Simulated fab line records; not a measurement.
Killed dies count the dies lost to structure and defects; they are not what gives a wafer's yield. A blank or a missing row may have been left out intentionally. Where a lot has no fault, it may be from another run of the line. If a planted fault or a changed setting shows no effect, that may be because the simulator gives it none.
2 desks looking at one fault || flow berkeley_cmos170 || every desk sees just its own numbers, and what lay behind them comes last

== AT THE METROLOGY DESK ==
Means of the sampled wafers that have a number, per lot and without regard to the tool the lot ran on: this is what the gauges read. If a lot's mean is further than 4 standard deviations from the usual mean, the lot is out of limits and carries the mark OUT (the distance appears in the brackets).
Columns: A = SILICIDE_TI_RS at UCB170_SILICIDE_RS_MEAS_02, usual 25.98 ohm/sq; B = cd_nm at UCB170_M1_CD_MEAS_90, usual 699.6 nm
{"lot": "L409", "first seen here": "day 8 12:08", "A": 25.92, "B": 697.3}
{"lot": "L408", "first seen here": "day 8 12:25", "A": 26.17, "B": 700.3}
{"lot": "L410", "first seen here": "day 9 06:23", "A": 25.87, "B": 699.9}
{"lot": "L411", "first seen here": "day 9 11:08", "A": 25.70, "B": 695.3}
{"lot": "L413", "first seen here": "day 9 11:40", "A": 26.36, "B": 698.0}
{"lot": "L416", "first seen here": "day 9 21:18", "A": 25.98, "B": 697.0}
{"lot": "L415", "first seen here": "day 10 00:26", "A": 26.22, "B": 698.7}
{"lot": "L417", "first seen here": "day 10 14:29", "A": 26.05, "B": 699.0}
{"lot": "L418", "first seen here": "day 10 16:02", "A": 26.02, "B": 697.8}
{"lot": "L419", "first seen here": "day 10 16:16", "A": 26.10, "B": "686.7 (-4.4) OUT"}
{"lot": "L420", "first seen here": "day 10 23:19", "A": 25.96, "B": 700.6}
{"lot": "L423", "first seen here": "day 11 05:20", "A": 25.94, "B": 702.8}
{"lot": "L422", "first seen here": "day 11 05:32", "A": 26.04, "B": "686.4 (-4.6) OUT"}
{"lot": "L427", "first seen here": "day 12 02:37", "A": 26.25, "B": 699.7}
Finding of this desk: L419, L422 out of limits; the first was L419 at day 11 00:43, on cd_nm at UCB170_M1_CD_MEAS_90. Within limits: L409, L408, L410, L411, L413, L416, L415, L417, L418, L420, L423, L427.

== TOOL OWNER'S DESK, rie_metal-02 ==
The tool's own readings at UCB170_M1_METAL_ETCH_12 (etches Al in Cl2/BCl3, stops on PSG, target depth 780 nm, time 130 s): means of the sampled wafers that have a number, for each lot that ran on this tool. If a lot's mean is further than 4 standard deviations from the usual mean, the lot is out of limits and carries the mark OUT (the distance appears in the brackets).
Columns: A = bias_w at UCB170_M1_METAL_ETCH_12, usual 120.0 W; B = drypump_motor_current_A at UCB170_M1_METAL_ETCH_12, usual 5.7 A; C = oes_product_au at UCB170_M1_METAL_ETCH_12, usual 0.855 a.u.; D = throttle_valve_pct at UCB170_M1_METAL_ETCH_12, usual 24.15 %
{"lot": "L409", "first seen here": "day 8 18:56", "A": 120.5, "B": 5.5, "C": 0.856, "D": 24.21}
{"lot": "L408", "first seen here": "day 8 20:12", "A": 120.1, "B": 5.5, "C": 0.857, "D": 24.22}
{"lot": "L410", "first seen here": "day 9 13:19", "A": 119.6, "B": 5.4, "C": 0.868, "D": 24.34}
{"lot": "L413", "first seen here": "day 9 19:24", "A": 120.3, "B": 5.4, "C": 0.866, "D": 24.35}
{"lot": "L415", "first seen here": "day 10 09:33", "A": 120.0, "B": 5.6, "C": 0.850, "D": 24.10}
{"lot": "L417", "first seen here": "day 10 23:23", "A": 119.8, "B": 5.6, "C": 0.846, "D": 24.10}
{"lot": "L419", "first seen here": "day 11 00:22", "A": 120.0, "B": 5.6, "C": "0.726 (-9.9) OUT", "D": 24.17}
{"lot": "L422", "first seen here": "day 11 13:37", "A": 119.8, "B": 5.6, "C": "0.734 (-9.3) OUT", "D": 24.16}
Finding of this desk: L419, L422 out of limits; the first was L419 at day 11 00:22, on oes_product_au at UCB170_M1_METAL_ETCH_12. Within limits: L409, L408, L410, L413, L415, L417.

== ALL TOGETHER ==
On L419, L422, at day 11 00:22, an alarm was possible from the tool owner's desk.
Metrology desk: alarm possible at day 11 00:43 on L419, L422.
Every lot named ran UCB170_M1_METAL_ETCH_12 on rie_metal-02.

== WHAT THE SIMULATOR HAD INSERTED ==
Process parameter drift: rie_metal-02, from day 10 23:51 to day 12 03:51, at UCB170_M1_METAL_ETCH_12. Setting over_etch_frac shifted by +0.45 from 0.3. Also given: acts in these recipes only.
Lots struck among those shown: L419, L422.
Fault start to first reading out of limits, in hours, per desk: tool owner, 1; metrology, 1.
